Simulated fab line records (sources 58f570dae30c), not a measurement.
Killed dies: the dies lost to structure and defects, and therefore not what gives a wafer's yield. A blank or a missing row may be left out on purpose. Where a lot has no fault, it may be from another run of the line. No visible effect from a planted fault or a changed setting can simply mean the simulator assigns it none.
Which of the tools did it? / flow berkeley-cmos170 / 14 lots, 42 wafers sampled, at 5 steps of a route of 331

WHAT THE GAUGES SHOWED, per wafer
UCB170_NWELL_THK_MEAS_02. Usual: NWELL_OXIDE_THK typically reads 26.5 nm, with standard deviation 0.41.
lot=L996; measured=day 2 00:19; on=film-metro-02; NWELL_OXIDE_THK (nm)=26.7 26.2 26.1; flag=
lot=L995; measured=day 2 00:20; on=film-metro-01; NWELL_OXIDE_THK (nm)=26.5 26.9 26.6; flag=
lot=L997; measured=day 2 08:35; on=film-metro-04; NWELL_OXIDE_THK (nm)=26.6 26.2 26.1; flag=
lot=L998; measured=day 2 14:26; on=film-metro-04; NWELL_OXIDE_THK (nm)=27.1 26.9 27.6; flag=
lot=L100; measured=day 2 21:38; on=film-metro-04; NWELL_OXIDE_THK (nm)=26.3 26.5 25.8; flag=
lot=L999; measured=day 2 21:39; on=film-metro-01; NWELL_OXIDE_THK (nm)=26.4 26.1 26.6; flag=
lot=L101; measured=day 3 05:20; on=film-metro-04; NWELL_OXIDE_THK (nm)=27.2 26.9 26.5; flag=
lot=L102; measured=day 3 13:29; on=film-metro-02; NWELL_OXIDE_THK (nm)=26.6 27.0 26.8; flag=
lot=L105; measured=day 4 02:14; on=film-metro-02; NWELL_OXIDE_THK (nm)=26.4 26.4 26.1; flag=
lot=L110; measured=day 5 02:27; on=film-metro-01; NWELL_OXIDE_THK (nm)=26.5 26.6 26.3; flag=
lot=L111; measured=day 5 08:24; on=film-metro-04; NWELL_OXIDE_THK (nm)=26.6 25.8 25.7; flag=
lot=L112; measured=day 5 15:30; on=film-metro-02; NWELL_OXIDE_THK (nm)=26.3 26.7 27.2; flag=
lot=L115; measured=day 6 03:36; on=film-metro-02; NWELL_OXIDE_THK (nm)=26.2 26.2 26.5; flag=
lot=L117; measured=day 6 13:46; on=film-metro-01; NWELL_OXIDE_THK (nm)=26.9 27.1 27.0; flag=

UCB170_NWELL_TW_MEAS_16. Usual: NWELL_TW typically reads 1257, with standard deviation 19.
lot=L996; measured=day 2 06:22; on=film-metro-04; NWELL_TW=1281 1282 1287; flag=
lot=L995; measured=day 2 06:39; on=film-metro-04; NWELL_TW=1273 1274 1279; flag=
lot=L997; measured=day 2 15:34; on=film-metro-04; NWELL_TW=1286 1284 1272; flag=
lot=L998; measured=day 2 20:52; on=film-metro-02; NWELL_TW=1232 1228 1230; flag=
lot=L100; measured=day 3 06:38; on=film-metro-02; NWELL_TW=1234 1238 1233; flag=
lot=L999; measured=day 3 06:49; on=film-metro-04; NWELL_TW=1292 1288 1285; flag=
lot=L101; measured=day 3 14:41; on=film-metro-01; NWELL_TW=1253 1255 1248; flag=
lot=L102; measured=day 3 21:27; on=film-metro-02; NWELL_TW=1228 1233 1232; flag=
lot=L105; measured=day 4 09:05; on=film-metro-02; NWELL_TW=1228 1226 1230; flag=
lot=L110; measured=day 5 10:32; on=film-metro-02; NWELL_TW=1237 1228 1242; flag=
lot=L111; measured=day 5 14:33; on=film-metro-01; NWELL_TW=1027 1025 1025; flag=OFF
lot=L112; measured=day 5 21:50; on=film-metro-01; NWELL_TW=1027 1022 1024; flag=OFF
lot=L115; measured=day 6 11:23; on=film-metro-01; NWELL_TW=1253 1257 1256; flag=
lot=L117; measured=day 6 22:14; on=film-metro-01; NWELL_TW=1256 1248 1253; flag=

UCB170_NVT_OVL_MEAS_06. Usual: NVT_OVL typically reads 2 nm, with standard deviation 5.9.
lot=L996; measured=day 5 06:41; on=overlay-02; NVT_OVL (nm)=4 2 3; flag=
lot=L995; measured=day 5 06:23; on=overlay-02; NVT_OVL (nm)=4 -1 3; flag=
lot=L997; measured=day 5 16:19; on=overlay-01; NVT_OVL (nm)=12 -1 9; flag=
lot=L998; measured=day 5 22:06; on=overlay-01; NVT_OVL (nm)=6 8 10; flag=
lot=L100; measured=day 6 03:36; on=overlay-02; NVT_OVL (nm)=-5 -5 -9; flag=
lot=L999; measured=day 6 03:53; on=overlay-01; NVT_OVL (nm)=1 2 -3; flag=
lot=L101; measured=day 6 14:19; on=overlay-02; NVT_OVL (nm)=7 -1 0; flag=
lot=L102; measured=day 6 23:51; on=overlay-01; NVT_OVL (nm)=3 4 8; flag=
lot=L105; measured=day 7 07:50; on=overlay-01; NVT_OVL (nm)=-6 6 4; flag=
lot=L110; measured=day 8 17:07; on=overlay-02; NVT_OVL (nm)=-5 3 6; flag=
lot=L111; measured=day 8 17:23; on=overlay-01; NVT_OVL (nm)=12 11 1; flag=
lot=L112; measured=day 9 02:31; on=overlay-02; NVT_OVL (nm)=7 1 6; flag=
lot=L115; measured=day 9 09:38; on=overlay-01; NVT_OVL (nm)=9 7 6; flag=
lot=L117; measured=day 9 23:37; on=overlay-01; NVT_OVL (nm)=5 6 4; flag=

UCB170_NLDD_OVL_MEAS_07. Usual: NLDD_OVL typically reads -4 nm, with standard deviation 4.7.
lot=L996; measured=day 6 00:01; on=overlay-01; NLDD_OVL (nm)=-5 -2 -2; flag=
lot=L995; measured=day 5 23:44; on=overlay-01; NLDD_OVL (nm)=-7 -9 -7; flag=
lot=L997; measured=day 6 09:59; on=overlay-01; NLDD_OVL (nm)=1 -1 -7; flag=
lot=L998; measured=day 6 17:43; on=overlay-01; NLDD_OVL (nm)=-13 -5 -8; flag=
lot=L100; measured=day 6 22:30; on=overlay-02; NLDD_OVL (nm)=-6 -9 -7; flag=
lot=L999; measured=day 6 22:54; on=overlay-01; NLDD_OVL (nm)=-3 -4 -4; flag=
lot=L101; measured=day 7 11:08; on=overlay-01; NLDD_OVL (nm)=-5 -4 -6; flag=
lot=L102; measured=day 7 23:17; on=overlay-01; NLDD_OVL (nm)=1 -5 3; flag=
lot=L105; measured=day 8 01:55; on=overlay-01; NLDD_OVL (nm)=4 -2 2; flag=
lot=L110; measured=day 9 11:25; on=overlay-02; NLDD_OVL (nm)=-6 -1 -5; flag=
lot=L111; measured=day 9 11:35; on=overlay-01; NLDD_OVL (nm)=-12 -7 -9; flag=
lot=L112; measured=day 9 18:32; on=overlay-01; NLDD_OVL (nm)=-5 0 1; flag=
lot=L115; measured=day 10 04:43; on=overlay-02; NLDD_OVL (nm)=3 0 3; flag=
lot=L117; measured=day 10 18:34; on=overlay-02; NLDD_OVL (nm)=-7 -6 -13; flag=

WHICH TOOL RAN EACH LOT (tool, then ch and the chambers of the sampled wafers, then the start)
lot=L996; UCB170_NWELL_IMPLANT_14=implanter-03 ch 0, day 2 06:07
lot=L995; UCB170_NWELL_IMPLANT_14=implanter-03 ch 0, day 2 06:26
lot=L997; UCB170_NWELL_IMPLANT_14=implanter-01 ch 0, day 2 15:20
lot=L998; UCB170_NWELL_IMPLANT_14=implanter-02 ch 0, day 2 20:37
lot=L100; UCB170_NWELL_IMPLANT_14=implanter-03 ch 0, day 3 06:23
lot=L999; UCB170_NWELL_IMPLANT_14=implanter-02 ch 0, day 3 06:35
lot=L101; UCB170_NWELL_IMPLANT_14=implanter-02 ch 0, day 3 14:29
lot=L102; UCB170_NWELL_IMPLANT_14=implanter-03 ch 0, day 3 21:14
lot=L105; UCB170_NWELL_IMPLANT_14=implanter-03 ch 0, day 4 08:50
lot=L110; UCB170_NWELL_IMPLANT_14=implanter-01 ch 0, day 5 10:19
lot=L111; UCB170_NWELL_IMPLANT_14=implanter-01 ch 0, day 5 14:19
lot=L112; UCB170_NWELL_IMPLANT_14=implanter-01 ch 0, day 5 21:35
lot=L115; UCB170_NWELL_IMPLANT_14=implanter-03 ch 0, day 6 11:08
lot=L117; UCB170_NWELL_IMPLANT_14=implanter-03 ch 0, day 6 21:59
- UCB170_NWELL_IMPLANT_14

WHAT THE TOOLS THEMSELVES READ (means of the sampled wafers that have a number; where no wafer has one, the mark that the record gives instead)
UCB170_NWELL_IMPLANT_14. Usual: dose-ions-cm2 1.0001e+13, standard deviation 1.1e+10; faraday-current-uA 31.7, standard deviation 0.66.
lot=L996 tool=implanter-03 dose-ions-cm2=1.0008e+13 faraday-current-uA=31.0 flag=
lot=L995 tool=implanter-03 dose-ions-cm2=9.9830e+12 faraday-current-uA=31.9 flag=
lot=L997 tool=implanter-01 dose-ions-cm2=1.0010e+13 faraday-current-uA=30.8 flag=
lot=L998 tool=implanter-02 dose-ions-cm2=1.0011e+13 faraday-current-uA=31.3 flag=
lot=L100 tool=implanter-03 dose-ions-cm2=1.0015e+13 faraday-current-uA=31.2 flag=
lot=L999 tool=implanter-02 dose-ions-cm2=1.0010e+13 faraday-current-uA=31.5 flag=
lot=L101 tool=implanter-02 dose-ions-cm2=9.9897e+12 faraday-current-uA=31.8 flag=
lot=L102 tool=implanter-03 dose-ions-cm2=9.9953e+12 faraday-current-uA=31.9 flag=
lot=L105 tool=implanter-03 dose-ions-cm2=9.9973e+12 faraday-current-uA=31.7 flag=
lot=L110 tool=implanter-01 dose-ions-cm2=1.0004e+13 faraday-current-uA=31.1 flag=
lot=L111 tool=implanter-01 dose-ions-cm2=5.2823e+12 faraday-current-uA=16.7 flag=OFF
lot=L112 tool=implanter-01 dose-ions-cm2=5.2783e+12 faraday-current-uA=17.1 flag=OFF
lot=L115 tool=implanter-03 dose-ions-cm2=9.9977e+12 faraday-current-uA=31.3 flag=
lot=L117 tool=implanter-03 dose-ions-cm2=1.0009e+13 faraday-current-uA=31.7 flag=

THE ANSWER, worked out from the rows above alone
Rule: a lot counts as off when the mean over its wafers that have a number is more than 3 standard deviations away from the usual mean. A lot without any number at a reading at which 4 lots or more have one is off too. Any other lot the step has rows for is counted as sound. After the gauges, taken in route order, come the tools' own readings; for these a lot's mean is taken, as printed above. The first step at which some lot is off is used, and at that step the reading that is off furthest; a lot without a number counts as furthest.
Off: at UCB170_NWELL_TW_MEAS_16 (NWELL_TW), L111, L112.
A tool fits if, at a process step before that reading, it ran every lot that is off, and no sound lot after the first of them. The gauges at UCB170_NWELL_TW_MEAS_16 aren't tried: what is off there is off at UCB170_NWELL_IMPLANT_14 too, on other tools, and a gauge's error can't cause that. One fits: implanter-01 at UCB170_NWELL_IMPLANT_14. Its last sound lot is L110 (day 5 10:19), its first lot that is off L111 (day 5 14:19): a fault that began between those two fits.
The tool's own readings at UCB170_NWELL_IMPLANT_14 bear it out: on the lots that are off they differ by more than 5 times the standard deviation of the sound lots' means. dose-ions-cm2 reads 5.2803e+12 there against 1.0002e+13 on the sound lots; faraday-current-uA reads 16.9 there against 31.4 on the sound lots.

WHAT THE SIMULATOR PUT IN
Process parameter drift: implanter-01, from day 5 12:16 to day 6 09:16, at UCB170_NWELL_IMPLANT_14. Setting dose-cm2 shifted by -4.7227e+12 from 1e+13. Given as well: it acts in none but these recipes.
Shown lots that were struck: L111, L112. The rule above reached the same finding.
